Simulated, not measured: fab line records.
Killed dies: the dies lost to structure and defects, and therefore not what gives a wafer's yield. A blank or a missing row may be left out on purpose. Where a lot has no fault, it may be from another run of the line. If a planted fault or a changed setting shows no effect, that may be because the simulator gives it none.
What tool caused it? -- flow ritCmos -- 42 wafers from 14 lots sampled at 3 of the route's 202 steps

== WHAT THE GAUGES READ, wafer by wafer ==
RIT_NWELL_TW_MEAS_10. Usual: NWELL_TW gives 2133 (standard deviation 22).
lot,measured,on,NWELL_TW,flag
L549,day 1 21:52,filmMetro-04,2145 2148 2159,
L550,day 2 02:00,filmMetro-01,2154 2170 2162,
L551,day 2 07:52,filmMetro-04,2144 2146 2135,
L552,day 2 12:37,filmMetro-03,2102 2090 2107,
L553,day 2 19:37,filmMetro-01,2157 2153 2162,
L554,day 2 22:01,filmMetro-04,2144 2138 2134,
L555,day 3 04:12,filmMetro-03,1769 1773 1774,OFF
L558,day 3 20:33,filmMetro-03,1768 1773 1773,OFF
L564,day 5 01:46,filmMetro-04,2162 2144 2133,
L567,day 5 20:39,filmMetro-04,2138 2153 2140,
L569,day 6 02:39,filmMetro-01,2155 2152 2140,
L570,day 6 12:39,filmMetro-04,2149 2162 2157,
L571,day 6 16:11,filmMetro-03,2096 2092 2085,
L572,day 7 01:02,filmMetro-03,2098 2102 2105,

RIT_WELLDRIVE_RS_MEAS_01: a four-point-probe measurement. Usual: NWELL_RS gives 275.4 ohm/sq (standard deviation 0.7).
lot,measured,on,NWELL_RS (ohm/sq),flag
L549,day 2 04:55,filmMetro-03,276.0 275.9 275.2,
L550,day 2 08:50,filmMetro-03,275.8 275.6 275.6,
L551,day 2 14:37,filmMetro-04,274.9 276.0 275.0,
L552,day 2 19:32,filmMetro-04,275.4 274.5 274.8,
L553,day 3 02:33,filmMetro-03,275.3 275.2 275.8,
L554,day 3 04:50,filmMetro-03,274.5 274.6 274.8,
L555,day 3 11:14,filmMetro-01,387.5 387.1 387.2,OFF
L558,day 4 03:34,filmMetro-03,387.3 387.4 388.2,OFF
L564,day 5 09:48,filmMetro-03,275.3 274.6 274.6,
L567,day 6 03:44,filmMetro-04,276.4 275.8 276.6,
L569,day 6 10:09,filmMetro-04,275.5 276.7 275.8,
L570,day 6 20:31,filmMetro-03,275.9 274.8 275.3,
L571,day 7 01:36,filmMetro-01,275.0 275.4 276.1,
L572,day 7 09:10,filmMetro-01,276.3 275.5 275.2,

== TOOL THAT RAN EACH LOT (tool first, then ch and the chambers of the sampled wafers, then the start) ==
lot,RIT_NWELL_IMPLANT_08
L549,"implanter-01 ch 0, day 1 21:34"
L550,"implanter-04 ch 0, day 2 01:41"
L551,"implanter-04 ch 0, day 2 07:33"
L552,"implanter-01 ch 0, day 2 12:18"
L553,"implanter-02 ch 0, day 2 19:17"
L554,"implanter-02 ch 0, day 2 21:41"
L555,"implanter-02 ch 0, day 3 03:53"
L558,"implanter-02 ch 0, day 3 20:14"
L564,"implanter-04 ch 0, day 5 01:26"
L567,"implanter-04 ch 0, day 5 20:20"
L569,"implanter-01 ch 0, day 6 02:20"
L570,"implanter-04 ch 0, day 6 12:19"
L571,"implanter-02 ch 0, day 6 15:52"
L572,"implanter-01 ch 0, day 7 00:43"
- RIT_NWELL_IMPLANT_08

== WHAT THE TOOLS THEMSELVES READ (means of the sampled wafers that have a number; where no wafer has one, the mark that the record gives instead) ==
RIT_NWELL_IMPLANT_08. Usual: doseIonsCm2 4.999e+13, standard deviation 5.9e+10; faradayCurrentUA 158, standard deviation 3.2.
lot,tool,doseIonsCm2,faradayCurrentUA,flag
L549,implanter-01,5.000e+13,158,
L550,implanter-04,4.996e+13,158,
L551,implanter-04,4.996e+13,155,
L552,implanter-01,4.998e+13,158,
L553,implanter-02,5.013e+13,160,
L554,implanter-02,5.003e+13,160,
L555,implanter-02,2.892e+13,91,OFF
L558,implanter-02,2.889e+13,92,OFF
L564,implanter-04,5.002e+13,162,
L567,implanter-04,4.995e+13,160,
L569,implanter-01,4.998e+13,158,
L570,implanter-04,5.003e+13,158,
L571,implanter-02,4.995e+13,157,
L572,implanter-01,5.002e+13,162,

== THE ANSWER, worked out from the rows above alone ==
Rule: lot off if the mean of its wafers having a number is beyond 3 standard deviations from the usual mean. A lot without any number at a reading at which 4 lots or more have one is off too. Any other lot the step has rows for is counted as sound. The gauges are gone through in route order, then the tools' own readings, and for those a lot's mean is taken as printed above. The first step at which some lot is off is used, and at that step the reading that is off furthest; a lot without a number counts as furthest.
Off: at RIT_NWELL_TW_MEAS_10 (NWELL_TW), L555, L558.
A tool fits if, at a process step before that reading, it ran every lot that is off, and no sound lot after the first of them. The gauges at RIT_NWELL_TW_MEAS_10 aren't tried: what is off there is off at RIT_NWELL_IMPLANT_08 too, on other tools, and a gauge's error can't cause that. Not one of the candidates tried fits.

== WHAT HAD BEEN PUT IN BY THE SIMULATOR ==
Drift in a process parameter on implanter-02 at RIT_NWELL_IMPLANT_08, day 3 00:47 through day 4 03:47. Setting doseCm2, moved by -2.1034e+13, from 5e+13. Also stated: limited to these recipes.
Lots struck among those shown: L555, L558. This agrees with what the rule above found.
